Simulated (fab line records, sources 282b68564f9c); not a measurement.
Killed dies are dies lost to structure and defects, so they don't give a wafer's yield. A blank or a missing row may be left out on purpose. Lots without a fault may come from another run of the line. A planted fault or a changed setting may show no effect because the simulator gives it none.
Which tool did it? | flow rit_cmos | 6 lots, 18 wafers sampled, at 2 steps of a route of 202

WHAT THE GAUGES READ, wafer by wafer
RIT_GATE_CD_MEAS_16: target cd 150 nm.
lot  | measured    | on        | cd_nm (nm)
L642 | day 2 22:14 | cd_sem-01 | 153.6 153.0 153.4
L644 | day 3 11:50 | cd_sem-01 | 149.7 149.8 150.1
L646 | day 4 01:14 | cd_sem-01 | 152.8 153.3 149.7
L652 | day 5 02:05 | cd_sem-01 | 152.5 152.7 153.7
L656 | day 5 20:12 | cd_sem-01 | 151.4 150.4 146.9
L659 | day 6 13:47 | cd_sem-01 | 151.1 152.5 150.7

WHICH TOOL RAN EACH LOT (tool, then ch and the chambers of the sampled wafers, then the start)
lot  | RIT_NWELL_STRIP_09
L642 | plasma_asher-04 ch 0,1, day 2 06:46
L644 | plasma_asher-03 ch 0,1, day 2 16:41
L646 | plasma_asher-02 ch 0,1, day 3 02:56
L652 | plasma_asher-03 ch 0,1, day 4 09:41
L656 | plasma_asher-03 ch 0,1, day 5 04:46
L659 | plasma_asher-04 ch 0,1, day 5 22:16
- RIT_NWELL_STRIP_09: strips in O2, time 180 s.

THE ANSWER, worked out from the rows above alone
Rule: what is usual is taken from the lots themselves. Put in order of their means at a reading, lots are off if they are a third of the lots or fewer, leave a main group of 4 or more, and stand apart from it by a gap of 3 or more times the standard deviation of the main group's means; of several such gaps the widest counts. A main group whose means are all the same, to the digits that the tables above print for the reading, isn't used. A lot without any number at a reading at which 4 lots or more have one is off too. The other lots that the step has rows for count as sound.
No lot is off at any reading shown: from this, nothing can be told.

WHAT THE SIMULATOR HAD PUT IN
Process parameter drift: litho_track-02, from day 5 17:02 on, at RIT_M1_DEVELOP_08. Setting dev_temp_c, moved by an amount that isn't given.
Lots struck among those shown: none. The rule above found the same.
